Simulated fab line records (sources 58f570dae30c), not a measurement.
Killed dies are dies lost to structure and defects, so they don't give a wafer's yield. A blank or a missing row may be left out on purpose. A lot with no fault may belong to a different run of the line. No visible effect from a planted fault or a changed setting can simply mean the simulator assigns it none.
Lot-split experiment || flow berkeley cmos170 || 23 wafers read across 5 lots, on a route 331 steps long

== ABOUT THE SPLIT ==
At UCB170_SILICIDE_SPUTTER_01 (material Ti, target thk 30 nm, time 25 s), the setting time s was moved away from the recipe's 25 s on 10 of the 23 wafers read, by -13.3% to +8.0%. For the rest of the wafers, this setting stayed at what the recipe calls for.

== THE PATH FROM SPLIT TO READING: the file shows 1 step between them ==
- UCB170_SILICIDE_RS_MEAS_02: measures by four-point-probe

== THE READING ==
SILICIDE_TI_THK, in nm, at UCB170_SILICIDE_THK_MEAS_03 (measures by xrf). Fault-free wafers of this fab line usually give 30.7 nm, standard deviation 0.39 nm.

{"wafer": "L075.3", "tool, chamber at the split": "pvd sputter-04, -", "time s as run, s": 25, "against the recipe": "recipe", "SILICIDE_TI_THK, nm": 30.6, "against lot-mates on the recipe": "-"}
{"wafer": "L075.4", "tool, chamber at the split": "pvd sputter-04, -", "time s as run, s": 25, "against the recipe": "recipe", "SILICIDE_TI_THK, nm": 30.8, "against lot-mates on the recipe": "-"}
{"wafer": "L075.5", "tool, chamber at the split": "pvd sputter-04, -", "time s as run, s": 25, "against the recipe": "recipe", "SILICIDE_TI_THK, nm": 30.7, "against lot-mates on the recipe": "-"}
{"wafer": "L079.1", "tool, chamber at the split": "pvd sputter-04, -", "time s as run, s": 25, "against the recipe": "recipe", "SILICIDE_TI_THK, nm": 31.4, "against lot-mates on the recipe": "-"}
{"wafer": "L079.2", "tool, chamber at the split": "pvd sputter-04, -", "time s as run, s": 23.23, "against the recipe": "-7.1%", "SILICIDE_TI_THK, nm": 28.7, "against lot-mates on the recipe": -2.5}
{"wafer": "L079.3", "tool, chamber at the split": "pvd sputter-04, -", "time s as run, s": 23.23, "against the recipe": "-7.1%", "SILICIDE_TI_THK, nm": 28.7, "against lot-mates on the recipe": -2.5}
{"wafer": "L079.4", "tool, chamber at the split": "pvd sputter-04, -", "time s as run, s": 25, "against the recipe": "recipe", "SILICIDE_TI_THK, nm": 31.2, "against lot-mates on the recipe": "-"}
{"wafer": "L079.6", "tool, chamber at the split": "pvd sputter-04, -", "time s as run, s": 25, "against the recipe": "recipe", "SILICIDE_TI_THK, nm": 30.9, "against lot-mates on the recipe": "-"}
{"wafer": "L082.1", "tool, chamber at the split": "pvd sputter-03, -", "time s as run, s": 23.3, "against the recipe": "-6.8%", "SILICIDE_TI_THK, nm": 29.1, "against lot-mates on the recipe": -2.0}
{"wafer": "L082.2", "tool, chamber at the split": "pvd sputter-03, -", "time s as run, s": 25, "against the recipe": "recipe", "SILICIDE_TI_THK, nm": 31.2, "against lot-mates on the recipe": "-"}
{"wafer": "L082.3", "tool, chamber at the split": "pvd sputter-03, -", "time s as run, s": 23.3, "against the recipe": "-6.8%", "SILICIDE_TI_THK, nm": 28.8, "against lot-mates on the recipe": -2.3}
{"wafer": "L082.5", "tool, chamber at the split": "pvd sputter-03, -", "time s as run, s": 23.3, "against the recipe": "-6.8%", "SILICIDE_TI_THK, nm": 28.8, "against lot-mates on the recipe": -2.3}
{"wafer": "L082.6", "tool, chamber at the split": "pvd sputter-03, -", "time s as run, s": 25, "against the recipe": "recipe", "SILICIDE_TI_THK, nm": 31.0, "against lot-mates on the recipe": "-"}
{"wafer": "L084.1", "tool, chamber at the split": "pvd sputter-04, -", "time s as run, s": 25, "against the recipe": "recipe", "SILICIDE_TI_THK, nm": 30.9, "against lot-mates on the recipe": "-"}
{"wafer": "L084.3", "tool, chamber at the split": "pvd sputter-04, -", "time s as run, s": 27.01, "against the recipe": "+8.0%", "SILICIDE_TI_THK, nm": 34.2, "against lot-mates on the recipe": "+3.0"}
{"wafer": "L084.4", "tool, chamber at the split": "pvd sputter-04, -", "time s as run, s": 25, "against the recipe": "recipe", "SILICIDE_TI_THK, nm": 31.2, "against lot-mates on the recipe": "-"}
{"wafer": "L084.5", "tool, chamber at the split": "pvd sputter-04, -", "time s as run, s": 27.01, "against the recipe": "+8.0%", "SILICIDE_TI_THK, nm": 33.8, "against lot-mates on the recipe": "+2.6"}
{"wafer": "L084.6", "tool, chamber at the split": "pvd sputter-04, -", "time s as run, s": 25, "against the recipe": "recipe", "SILICIDE_TI_THK, nm": 31.6, "against lot-mates on the recipe": "-"}
{"wafer": "L085.1", "tool, chamber at the split": "pvd sputter-01, -", "time s as run, s": 21.68, "against the recipe": "-13.3%", "SILICIDE_TI_THK, nm": 26.2, "against lot-mates on the recipe": -4.1}
{"wafer": "L085.3", "tool, chamber at the split": "pvd sputter-01, -", "time s as run, s": 25, "against the recipe": "recipe", "SILICIDE_TI_THK, nm": 30.2, "against lot-mates on the recipe": "-"}
{"wafer": "L085.4", "tool, chamber at the split": "pvd sputter-01, -", "time s as run, s": 25, "against the recipe": "recipe", "SILICIDE_TI_THK, nm": 30.4, "against lot-mates on the recipe": "-"}
{"wafer": "L085.5", "tool, chamber at the split": "pvd sputter-01, -", "time s as run, s": 21.68, "against the recipe": "-13.3%", "SILICIDE_TI_THK, nm": 26.2, "against lot-mates on the recipe": -4.1}
{"wafer": "L085.6", "tool, chamber at the split": "pvd sputter-01, -", "time s as run, s": 21.68, "against the recipe": "-13.3%", "SILICIDE_TI_THK, nm": 26.1, "against lot-mates on the recipe": -4.2}

FIT RESULTS
A straight line over all 23 wafers: SILICIDE_TI_THK changes by +0.353 nm for each +1% of time s; r = +0.99; the points scatter about the line by 0.35 nm.
The same after taking each lot's own level away (the mean of its wafers on the recipe; 23 wafers): +0.323 nm for each +1%; r = +1.00; scatter 0.19 nm.
Per that fit: largest time s move, reading shift of 4.3 nm.
From 30.30 to 31.23 nm: that is the span of the lots' own levels, equal to 2.4 times the standard deviation above.
Consequently the slope shifts little with the lot-to-lot level, the two slopes agreeing.
Check: -4.32 nm against its lot-mates is what the line predicts for one of the wafers moved furthest among these (-13.3%) when that wafer is left out of the fit. Against them it came out at -4.1 nm.

== THE WHOLE CHAIN: every reading that the file lists as answering this split, in the file's order ==
{"step": "UCB170_SILICIDE_SPUTTER_01", "what it does": "material Ti, target thk 30 nm, time 25 s", "reading": "Ti_of_SILICIDE_SPUTTER_01.thk nm (the simulator's own value, which no gauge read)", "change (the file's fit)": "+0.311 nm for each +1% of the setting", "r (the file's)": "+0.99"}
{"step": "UCB170_SILICIDE_RS_MEAS_02", "what it does": "measures by four-point-probe", "reading": "SILICIDE_TI_RS", "change (the file's fit)": "-0.351 for each +1% of the setting", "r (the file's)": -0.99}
{"step": "UCB170_SILICIDE_THK_MEAS_03", "what it does": "measures by xrf", "reading": "SILICIDE_TI_THK", "change (the file's fit)": "+0.324 for each +1% of the setting", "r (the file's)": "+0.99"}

== THE FILE'S OWN FIT ==
SILICIDE_TI_THK changes by +0.324 nm for each +1% of time s, r = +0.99.
